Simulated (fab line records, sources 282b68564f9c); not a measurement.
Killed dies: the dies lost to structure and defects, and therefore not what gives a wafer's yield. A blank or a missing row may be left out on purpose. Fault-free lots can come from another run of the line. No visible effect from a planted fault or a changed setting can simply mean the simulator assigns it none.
Which tool is to blame? | flow rit cmos | 21 wafers from 7 lots sampled at 2 of the route's 202 steps

WHAT EACH GAUGE READ, for each wafer
RIT_FOX2_THK_MEAS_90.
lot  | measured    | on            | FIELD_OXIDE_LEFT_1_THK (nm)
L797 | day 2 07:32 | film metro-03 | 326 326 326
L799 | day 2 16:56 | film metro-03 | 324 318 320
L801 | day 3 03:38 | film metro-03 | 317 315 322
L804 | day 3 17:56 | film metro-03 | 329 323 320
L806 | day 4 04:53 | film metro-03 | 308 317 313
L811 | day 5 06:08 | film metro-04 | 303 308 309
L816 | day 6 06:20 | film metro-01 | 321 323 327

WHAT TOOL EACH LOT RAN ON (gives the tool, then ch and the chambers of the sampled wafers, and finally the start)
lot  | RIT_FOX2_CLEAN_02
L797 | wet bench-04 ch 2, day 2 06:42
L799 | wet bench-03 ch 1, day 2 16:06
L801 | wet bench-04 ch 1, day 3 02:48
L804 | wet bench-03 ch 0, day 3 17:07
L806 | wet bench-02 ch 3, day 4 04:04
L811 | wet bench-04 ch 1, day 5 05:19
L816 | wet bench-02 ch 0, day 6 05:29
- RIT_FOX2_CLEAN_02: cleans in dHF, time 180 s.

THE ANSWER, worked out from the rows above alone
Rule: the lots themselves supply what counts as usual. The widest of any qualifying gaps counts: lots, ordered by their means at a reading, are off when they make up no more than a third of the lots, leave a main group of 4 or more, and stand apart from it by 3 or more times the standard deviation of that group's means. A main group is skipped when, at the precision printed for the reading in the tables above, its means are all equal. A lot without any number at a reading at which 4 lots or more have one is off too. All remaining lots with rows at the step are treated as sound.
None of the lots is off at any reading shown; this tells nothing.

WHAT HAD BEEN PUT IN BY THE SIMULATOR
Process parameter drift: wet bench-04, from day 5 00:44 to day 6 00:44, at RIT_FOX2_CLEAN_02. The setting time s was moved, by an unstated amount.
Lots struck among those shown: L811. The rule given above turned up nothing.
